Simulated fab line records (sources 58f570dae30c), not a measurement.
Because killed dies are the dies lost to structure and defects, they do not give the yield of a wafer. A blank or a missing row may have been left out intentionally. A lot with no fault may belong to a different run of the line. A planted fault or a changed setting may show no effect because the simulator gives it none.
Which tool was responsible? + flow berkeley cmos170 + 14 lots with 42 wafers sampled at 5 steps, on a route of 331 steps

== WHAT EACH GAUGE READ, for each wafer ==
UCB170_GATE_OVL_MEAS_13.
| lot  | measured     | on         | GATE_OVL (nm) |
|------|--------------|------------|---------------|
| L748 | day 6 23:10  | overlay-01 | -9 -3 -9      |
| L749 | day 7 14:32  | overlay-02 | 2 4 -8        |
| L750 | day 7 14:49  | overlay-02 | -11 -5 -8     |
| L751 | day 8 05:37  | overlay-01 | -3 -7 -7      |
| L752 | day 8 05:34  | overlay-01 | 6 1 8         |
| L754 | day 8 13:34  | overlay-01 | 3 4 -1        |
| L755 | day 8 13:49  | overlay-02 | 0 -2 -3       |
| L759 | day 9 19:08  | overlay-01 | -6 -4 -1      |
| L761 | day 9 19:16  | overlay-02 | 46 46 45      |
| L762 | day 9 19:42  | overlay-01 | 49 46 46      |
| L763 | day 10 13:01 | overlay-02 | 38 44 40      |
| L764 | day 10 13:16 | overlay-01 | 4 -1 7        |
| L766 | day 11 00:17 | overlay-01 | 6 1 -2        |
| L770 | day 11 14:56 | overlay-02 | -9 -4 -8      |

UCB170_PLDD_CD_MEAS_06 targets a cd of 1200 nm.
| lot  | measured     | on        | cd nm (nm)           |
|------|--------------|-----------|----------------------|
| L748 | day 7 00:47  | cd sem-01 | 1200.2 1200.0 1199.2 |
| L749 | day 7 16:31  | cd sem-02 | 1200.8 1200.6 1202.5 |
| L750 | day 7 16:41  | cd sem-02 | 1200.5 1199.2 1200.9 |
| L751 | day 8 07:26  | cd sem-01 | 1199.3 1201.9 1199.5 |
| L752 | day 8 07:08  | cd sem-01 | 1201.3 1199.1 1199.9 |
| L754 | day 8 15:08  | cd sem-02 | 1200.3 1201.2 1199.8 |
| L755 | day 8 15:32  | cd sem-01 | 1198.7 1197.1 1197.5 |
| L759 | day 9 21:24  | cd sem-02 | 1200.0 1199.1 1197.3 |
| L761 | day 9 21:50  | cd sem-01 | 1200.0 1200.8 1200.5 |
| L762 | day 9 22:07  | cd sem-02 | 1202.6 1201.4 1202.1 |
| L763 | day 10 14:30 | cd sem-02 | 1200.2 1199.7 1199.8 |
| L764 | day 10 14:46 | cd sem-01 | 1199.1 1200.3 1200.5 |
| L766 | day 11 02:12 | cd sem-02 | 1200.0 1200.4 1199.1 |
| L770 | day 11 18:45 | cd sem-01 | 1197.5 1198.3 1197.2 |

== WHICH TOOL RAN EACH LOT (tool, then ch and the chambers of the sampled wafers, then the start) ==
| lot  | UCB170_ACTIVE_STRIP_16              | UCB170_GATE_EXPOSE_09             | UCB170_GATE_STRIP_16                 |
|------|-------------------------------------|-----------------------------------|--------------------------------------|
| L748 | plasma asher-03 ch 0,1, day 4 21:11 | krf scanner-01 ch 0, day 6 22:40  | plasma asher-03 ch 0,1, day 6 23:17  |
| L749 | plasma asher-03 ch 0,1, day 5 05:03 | krf scanner-01 ch 0, day 7 13:11  | plasma asher-04 ch 0,1, day 7 14:40  |
| L750 | plasma asher-04 ch 0,1, day 5 05:20 | krf scanner-01 ch 0, day 7 13:24  | plasma asher-03 ch 1, day 7 14:56    |
| L751 | plasma asher-03 ch 0,1, day 5 22:39 | krf scanner-01 ch 0, day 8 05:01  | plasma asher-02 ch 1, day 8 05:44    |
| L752 | plasma asher-02 ch 0,1, day 5 22:55 | krf scanner-02 ch 0, day 8 04:45  | plasma asher-04 ch 0,1, day 8 05:42  |
| L754 | plasma asher-04 ch 0,1, day 6 05:23 | krf scanner-02 ch 0, day 8 13:03  | plasma asher-02 ch 0,1, day 8 13:41  |
| L755 | plasma asher-03 ch 0,1, day 6 05:46 | krf scanner-01 ch 0, day 8 13:20  | plasma asher-03 ch 0,1, day 8 13:58  |
| L759 | plasma asher-04 ch 0, day 7 07:44   | krf scanner-02 ch 0, day 9 18:08  | plasma asher-02 ch 0,1, day 9 19:16  |
| L761 | plasma asher-02 ch 0,1, day 7 07:50 | krf scanner-01 ch 0, day 9 18:32  | plasma asher-04 ch 0,1, day 9 19:23  |
| L762 | plasma asher-03 ch 0,1, day 7 07:58 | krf scanner-01 ch 0, day 9 19:02  | plasma asher-02 ch 0,1, day 9 19:49  |
| L763 | plasma asher-03 ch 0,1, day 7 22:34 | krf scanner-01 ch 0, day 10 12:30 | plasma asher-04 ch 0,1, day 10 13:08 |
| L764 | plasma asher-02 ch 0,1, day 7 22:58 | krf scanner-02 ch 0, day 10 12:46 | plasma asher-02 ch 0, day 10 13:23   |
| L766 | plasma asher-03 ch 0,1, day 8 08:40 | krf scanner-02 ch 0, day 10 23:47 | plasma asher-02 ch 0,1, day 11 00:25 |
| L770 | plasma asher-03 ch 0,1, day 9 11:11 | krf scanner-02 ch 0, day 11 14:23 | plasma asher-03 ch 0,1, day 11 15:04 |
- UCB170_ACTIVE_STRIP_16: strips in O2.
- UCB170_GATE_EXPOSE_09: exposes mask POLY, target cd 350 nm.
- UCB170_GATE_STRIP_16: strips in O2.

== AS READ BY THE TOOLS THEMSELVES (means over the sampled wafers that have a number; for cases with no such wafer, the mark the record gives instead) ==
UCB170_ACTIVE_STRIP_16.
| lot  | tool            | drypump motor current A (A) | o2 flow sccm (sccm) | oes product au (a.u.) | strip time to endpoint s (s) |
|------|-----------------|-----------------------------|---------------------|-----------------------|------------------------------|
| L748 | plasma asher-03 | 5.86                        | 399.7               | 0.721                 | 18.06                        |
| L749 | plasma asher-03 | 5.87                        | 399.8               | 0.723                 | 18.08                        |
| L750 | plasma asher-04 | 5.64                        | 400.2               | 0.716                 | 17.96                        |
| L751 | plasma asher-03 | 5.87                        | 400.3               | 0.719                 | 18.03                        |
| L752 | plasma asher-02 | 6.01                        | 399.7               | 0.720                 | 18.14                        |
| L754 | plasma asher-04 | 5.67                        | 400.5               | 0.721                 | 18.08                        |
| L755 | plasma asher-03 | 5.80                        | 399.1               | 0.721                 | 17.96                        |
| L759 | plasma asher-04 | 5.49                        | 401.3               | 0.724                 | 18.05                        |
| L761 | plasma asher-02 | 5.98                        | 400.5               | 0.728                 | 17.97                        |
| L762 | plasma asher-03 | 5.81                        | 398.6               | 0.723                 | 17.98                        |
| L763 | plasma asher-03 | 5.87                        | 401.1               | 0.723                 | 18.24                        |
| L764 | plasma asher-02 | 5.82                        | 401.4               | 0.725                 | 18.07                        |
| L766 | plasma asher-03 | 5.87                        | 399.0               | 0.722                 | 18.12                        |
| L770 | plasma asher-03 | 5.86                        | 399.7               | 0.716                 | 18.07                        |

UCB170_GATE_STRIP_16.
| lot  | tool            | drypump motor current A (A) | o2 flow sccm (sccm) | oes product au (a.u.) |
|------|-----------------|-----------------------------|---------------------|-----------------------|
| L748 | plasma asher-03 | 5.82                        | 399.5               | 0.722                 |
| L749 | plasma asher-04 | 5.64                        | 399.6               | 0.725                 |
| L750 | plasma asher-03 | 5.76                        | 399.4               | 0.728                 |
| L751 | plasma asher-02 | 5.65                        | 399.4               | 0.728                 |
| L752 | plasma asher-04 | 5.79                        | 399.0               | 0.724                 |
| L754 | plasma asher-02 | 5.84                        | 401.1               | 0.726                 |
| L755 | plasma asher-03 | 5.86                        | 400.5               | 0.720                 |
| L759 | plasma asher-02 | 5.85                        | 401.7               | 0.721                 |
| L761 | plasma asher-04 | 5.65                        | 400.1               | 0.721                 |
| L762 | plasma asher-02 | 5.83                        | 400.6               | 0.724                 |
| L763 | plasma asher-04 | 5.64                        | 399.8               | 0.722                 |
| L764 | plasma asher-02 | 6.19                        | 399.9               | 0.728                 |
| L766 | plasma asher-02 | 5.85                        | 399.8               | 0.719                 |
| L770 | plasma asher-03 | 5.89                        | 398.6               | 0.724                 |

== THE ANSWER, worked out from the rows above alone ==
Rule: usual is defined by the lots themselves. Put in order of their means at a reading, lots are off if they are a third of the lots or fewer, leave a main group of 4 or more, and stand apart from it by a gap of 3 or more times the standard deviation of the main group's means; of several such gaps the widest counts. The tables above print the reading to a certain number of digits; a main group whose means all agree to those digits is not used. Also off: a lot with no number at a reading for which 4 or more lots have one. Any other lot the step has rows for is counted as sound. After the gauges, taken in route order, come the tools' own readings; for these a lot's mean is taken, as printed above. At the first step where some lot is off, the reading lying furthest off is the one used; lots without a number count as furthest.
Off: L761, L762, L763, seen at UCB170_GATE_OVL_MEAS_13 (GATE_OVL). The main group has a mean of -2 nm with a standard deviation of 4.4.
A tool fits if, at a process step before that reading, it ran every lot that is off, and no sound lot after the first of them. The gauges at UCB170_GATE_OVL_MEAS_13 are tried like those tools. One fits: UCB170_GATE_EXPOSE_09 on krf scanner-01. Its last sound lot is L755 (day 8 13:20), its first lot that is off L761 (day 9 18:32): a fault that began between those two fits.

== WHAT THE SIMULATOR HAD INSERTED ==
Scanner matching overlay: krf scanner-01, from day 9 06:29 on, at UCB170_GATE_EXPOSE_09. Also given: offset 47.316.
Struck lots among those shown: L761, L762, L763. The rule given above showed the same thing.
